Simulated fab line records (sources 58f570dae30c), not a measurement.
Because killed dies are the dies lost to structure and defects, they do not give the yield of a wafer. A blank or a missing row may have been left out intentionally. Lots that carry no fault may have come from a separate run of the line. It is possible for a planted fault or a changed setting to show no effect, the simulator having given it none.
Which tool did it? / flow berkeleyCmos170 / Sampling: 14 lots, 42 wafers, 5 of 331 route steps

== WHAT THE GAUGES SHOWED, per wafer ==
UCB170_NWELL_THK_MEAS_02. Usual: NWELL_OXIDE_THK typically reads 26.2 nm, with standard deviation 0.43.
lot=L260; measured=day 2 13:05; on=filmMetro-01; NWELL_OXIDE_THK (nm)=25.9 25.4 25.9; flag=
lot=L262; measured=day 3 00:37; on=filmMetro-02; NWELL_OXIDE_THK (nm)=26.1 26.5 26.2; flag=
lot=L264; measured=day 3 10:34; on=filmMetro-04; NWELL_OXIDE_THK (nm)=26.2 26.1 26.6; flag=
lot=L267; measured=day 4 01:50; on=filmMetro-02; NWELL_OXIDE_THK (nm)=26.8 26.7 26.3; flag=
lot=L268; measured=day 4 01:51; on=filmMetro-04; NWELL_OXIDE_THK (nm)=25.7 25.6 25.7; flag=
lot=L269; measured=day 4 11:42; on=filmMetro-02; NWELL_OXIDE_THK (nm)=25.6 25.8 26.0; flag=
lot=L272; measured=day 5 02:01; on=filmMetro-02; NWELL_OXIDE_THK (nm)=26.1 25.5 26.0; flag=
lot=L273; measured=day 5 07:58; on=filmMetro-02; NWELL_OXIDE_THK (nm)=26.3 26.0 25.9; flag=
lot=L274; measured=day 5 07:58; on=filmMetro-04; NWELL_OXIDE_THK (nm)=26.7 27.0 26.8; flag=
lot=L275; measured=day 5 17:58; on=filmMetro-04; NWELL_OXIDE_THK (nm)=26.0 26.2 25.7; flag=
lot=L276; measured=day 5 17:58; on=filmMetro-02; NWELL_OXIDE_THK (nm)=26.1 26.2 26.2; flag=
lot=L277; measured=day 6 03:43; on=filmMetro-01; NWELL_OXIDE_THK (nm)=26.1 26.2 26.4; flag=
lot=L278; measured=day 6 03:44; on=filmMetro-02; NWELL_OXIDE_THK (nm)=26.2 25.9 26.2; flag=
lot=L281; measured=day 7 01:20; on=filmMetro-01; NWELL_OXIDE_THK (nm)=26.4 26.0 26.4; flag=

UCB170_FIELD_THK_MEAS_02. Usual: FIELD_OXIDE_THK typically reads 563 nm, with standard deviation 9.3.
lot=L260; measured=day 5 10:58; on=filmMetro-03; FIELD_OXIDE_THK (nm)=557 556 559; flag=
lot=L262; measured=day 5 23:41; on=filmMetro-04; FIELD_OXIDE_THK (nm)=562 565 558; flag=
lot=L264; measured=day 6 13:38; on=filmMetro-04; FIELD_OXIDE_THK (nm)=549 554 556; flag=
lot=L267; measured=day 7 03:56; on=filmMetro-04; FIELD_OXIDE_THK (nm)=572 575 576; flag=
lot=L268; measured=day 7 04:01; on=filmMetro-04; FIELD_OXIDE_THK (nm)=574 566 573; flag=
lot=L269; measured=day 7 15:58; on=filmMetro-03; FIELD_OXIDE_THK (nm)=570 581 570; flag=
lot=L272; measured=day 8 10:32; on=filmMetro-04; FIELD_OXIDE_THK (nm)=580 580 581; flag=
lot=L273; measured=day 9 03:22; on=filmMetro-01; FIELD_OXIDE_THK (nm)=554 562 557; flag=
lot=L274; measured=day 9 03:22; on=filmMetro-04; FIELD_OXIDE_THK (nm)=557 555 549; flag=
lot=L275; measured=day 9 12:43; on=filmMetro-01; FIELD_OXIDE_THK (nm)=562 563 560; flag=
lot=L276; measured=day 9 12:39; on=filmMetro-03; FIELD_OXIDE_THK (nm)=562 569 568; flag=
lot=L277; measured=day 9 12:39; on=filmMetro-04; FIELD_OXIDE_THK (nm)=556 550 555; flag=
lot=L278; measured=day 9 12:40; on=filmMetro-01; FIELD_OXIDE_THK (nm)=556 555 555; flag=
lot=L281; measured=day 10 18:33; on=filmMetro-01; FIELD_OXIDE_THK (nm)=577 568 567; flag=

UCB170_GATE_OVL_MEAS_13. Usual: GATE_OVL typically reads 2 nm, with standard deviation 5.
lot=L260; measured=day 7 07:47; on=overlay-01; GATE_OVL (nm)=-6 -1 -5; flag=
lot=L262; measured=day 8 05:37; on=overlay-02; GATE_OVL (nm)=-4 -5 -1; flag=
lot=L264; measured=day 9 00:21; on=overlay-01; GATE_OVL (nm)=7 7 4; flag=
lot=L267; measured=day 9 07:38; on=overlay-01; GATE_OVL (nm)=2 -2 1; flag=
lot=L268; measured=day 9 08:00; on=overlay-01; GATE_OVL (nm)=7 8 10; flag=
lot=L269; measured=day 10 04:48; on=overlay-02; GATE_OVL (nm)=0 -3 2; flag=
lot=L272; measured=day 10 15:44; on=overlay-01; GATE_OVL (nm)=0 2 6; flag=
lot=L273; measured=day 11 02:34; on=overlay-02; GATE_OVL (nm)=-10 0 -4; flag=
lot=L274; measured=day 11 02:20; on=overlay-01; GATE_OVL (nm)=6 15 9; flag=
lot=L275; measured=day 11 11:27; on=overlay-01; GATE_OVL (nm)=-6 -5 -3; flag=
lot=L276; measured=day 11 12:10; on=overlay-02; GATE_OVL (nm)=3 4 7; flag=
lot=L277; measured=day 11 11:50; on=overlay-01; GATE_OVL (nm)=2 1 -9; flag=
lot=L278; measured=day 11 11:31; on=overlay-02; GATE_OVL (nm)=6 3 3; flag=
lot=L281; measured=day 12 14:39; on=overlay-02; GATE_OVL (nm)=-2 -3 9; flag=

UCB170_M3_RS_MEAS_02: measurement is done with a four-point probe. Usual: M3_AL_RS typically reads 0.0311 ohm/sq, with standard deviation 0.00036.
lot=L260; measured=day 8 22:30; on=filmMetro-02; M3_AL_RS (ohm/sq)=0.0311 0.0312 0.0314; flag=
lot=L262; measured=day 9 22:31; on=filmMetro-03; M3_AL_RS (ohm/sq)=0.0304 0.0301 0.0306; flag=
lot=L264; measured=day 10 13:00; on=filmMetro-03; M3_AL_RS (ohm/sq)=- - - - - -; flag=OFF
lot=L267; measured=day 10 17:10; on=filmMetro-02; M3_AL_RS (ohm/sq)=- - - - - -; flag=OFF
lot=L268; measured=day 10 17:57; on=filmMetro-02; M3_AL_RS (ohm/sq)=0.0304 0.0302 0.0309; flag=
lot=L269; measured=day 11 22:26; on=filmMetro-02; M3_AL_RS (ohm/sq)=0.0314 0.0312 0.0314; flag=
lot=L272; measured=day 12 04:49; on=filmMetro-01; M3_AL_RS (ohm/sq)=0.0312 0.0315 0.0312; flag=
lot=L273; measured=day 12 15:08; on=filmMetro-03; M3_AL_RS (ohm/sq)=0.0310 0.0311 0.0312; flag=
lot=L274; measured=day 12 15:01; on=filmMetro-02; M3_AL_RS (ohm/sq)=0.0317 0.0315 0.0318; flag=
lot=L275; measured=day 13 05:41; on=filmMetro-03; M3_AL_RS (ohm/sq)=0.0311 0.0314 0.0314; flag=
lot=L276; measured=day 13 06:58; on=filmMetro-02; M3_AL_RS (ohm/sq)=0.0310 0.0308 0.0309; flag=
lot=L277; measured=day 13 04:16; on=filmMetro-03; M3_AL_RS (ohm/sq)=0.0307 0.0308 0.0308; flag=
lot=L278; measured=day 13 06:49; on=filmMetro-03; M3_AL_RS (ohm/sq)=0.0306 0.0309 0.0311; flag=
lot=L281; measured=day 14 01:23; on=filmMetro-01; M3_AL_RS (ohm/sq)=0.0315 0.0312 0.0317; flag=

== TOOL THAT RAN EACH LOT (tool first, then ch and the chambers of the sampled wafers, then the start) ==
lot=L260; UCB170_M3_SPUTTER_01=pvdSputter-01, day 8 22:25
lot=L262; UCB170_M3_SPUTTER_01=pvdSputter-03, day 9 22:25
lot=L264; UCB170_M3_SPUTTER_01=pvdSputter-01, day 10 12:55
lot=L267; UCB170_M3_SPUTTER_01=pvdSputter-02, day 10 17:05
lot=L268; UCB170_M3_SPUTTER_01=pvdSputter-03, day 10 17:50
lot=L269; UCB170_M3_SPUTTER_01=pvdSputter-02, day 11 22:21
lot=L272; UCB170_M3_SPUTTER_01=pvdSputter-02, day 12 04:44
lot=L273; UCB170_M3_SPUTTER_01=pvdSputter-03, day 12 15:02
lot=L274; UCB170_M3_SPUTTER_01=pvdSputter-02, day 12 14:55
lot=L275; UCB170_M3_SPUTTER_01=pvdSputter-02, day 13 05:37
lot=L276; UCB170_M3_SPUTTER_01=pvdSputter-03, day 13 06:53
lot=L277; UCB170_M3_SPUTTER_01=pvdSputter-02, day 13 04:11
lot=L278; UCB170_M3_SPUTTER_01=pvdSputter-01, day 13 06:42
lot=L281; UCB170_M3_SPUTTER_01=pvdSputter-02, day 14 01:18
- UCB170_M3_SPUTTER_01: material Al, target thk 900 nm, time 120 s.

== AS READ BY THE TOOLS THEMSELVES (means over the sampled wafers that have a number; for cases with no such wafer, the mark the record gives instead) ==
UCB170_M3_SPUTTER_01. Usual: cathodeDcPowerW 6239.9 W, standard deviation 1.2; chamberPressurePa 0.5000 Pa, standard deviation 0.00096; throttleValvePct 30.2 %, standard deviation 1.
lot=L260; tool=pvdSputter-01; cathodeDcPowerW (W)=6240.7; chamberPressurePa (Pa)=0.4997; throttleValvePct (%)=29.1; flag=
lot=L262; tool=pvdSputter-03; cathodeDcPowerW (W)=6240.0; chamberPressurePa (Pa)=0.5001; throttleValvePct (%)=29.9; flag=
lot=L264; tool=pvdSputter-01; cathodeDcPowerW (W)=-; chamberPressurePa (Pa)=-; throttleValvePct (%)=-; flag=OFF
lot=L267; tool=pvdSputter-02; cathodeDcPowerW (W)=-; chamberPressurePa (Pa)=-; throttleValvePct (%)=-; flag=OFF
lot=L268; tool=pvdSputter-03; cathodeDcPowerW (W)=6240.5; chamberPressurePa (Pa)=0.5002; throttleValvePct (%)=30.6; flag=
lot=L269; tool=pvdSputter-02; cathodeDcPowerW (W)=6240.1; chamberPressurePa (Pa)=0.5006; throttleValvePct (%)=30.4; flag=
lot=L272; tool=pvdSputter-02; cathodeDcPowerW (W)=6239.2; chamberPressurePa (Pa)=0.5004; throttleValvePct (%)=30.6; flag=
lot=L273; tool=pvdSputter-03; cathodeDcPowerW (W)=6240.2; chamberPressurePa (Pa)=0.5006; throttleValvePct (%)=29.5; flag=
lot=L274; tool=pvdSputter-02; cathodeDcPowerW (W)=6238.9; chamberPressurePa (Pa)=0.4996; throttleValvePct (%)=30.7; flag=
lot=L275; tool=pvdSputter-02; cathodeDcPowerW (W)=6239.2; chamberPressurePa (Pa)=0.5000; throttleValvePct (%)=31.0; flag=
lot=L276; tool=pvdSputter-03; cathodeDcPowerW (W)=6239.0; chamberPressurePa (Pa)=0.5004; throttleValvePct (%)=30.0; flag=
lot=L277; tool=pvdSputter-02; cathodeDcPowerW (W)=6239.0; chamberPressurePa (Pa)=0.5000; throttleValvePct (%)=30.9; flag=
lot=L278; tool=pvdSputter-01; cathodeDcPowerW (W)=6240.8; chamberPressurePa (Pa)=0.5008; throttleValvePct (%)=29.3; flag=
lot=L281; tool=pvdSputter-02; cathodeDcPowerW (W)=6240.2; chamberPressurePa (Pa)=0.5002; throttleValvePct (%)=31.0; flag=

== THE ANSWER, worked out from the rows above alone ==
Rule: take the mean of a lot's wafers that have a number; if it is more than 3 standard deviations from the usual mean, the lot is off. A lot without any number at a reading at which 4 lots or more have one is off too. The other lots that the step has rows for count as sound. The gauges are gone through in route order, then the tools' own readings, and for those a lot's mean is taken as printed above. At the first step where some lot is off, the reading lying furthest off is the one used; lots without a number count as furthest.
Off: at UCB170_M3_RS_MEAS_02 (M3_AL_RS), L264, L267. Without a number there: L264, L267.
A tool fits if, at a process step before that reading, it ran every lot that is off, and no sound lot after the first of them. The gauges at UCB170_M3_RS_MEAS_02 aren't tried: what is off there is off at UCB170_M3_SPUTTER_01 too, on other tools, and a gauge's error can't cause that. No candidate that was tried fits.

== WHAT THE SIMULATOR HAD PUT IN ==
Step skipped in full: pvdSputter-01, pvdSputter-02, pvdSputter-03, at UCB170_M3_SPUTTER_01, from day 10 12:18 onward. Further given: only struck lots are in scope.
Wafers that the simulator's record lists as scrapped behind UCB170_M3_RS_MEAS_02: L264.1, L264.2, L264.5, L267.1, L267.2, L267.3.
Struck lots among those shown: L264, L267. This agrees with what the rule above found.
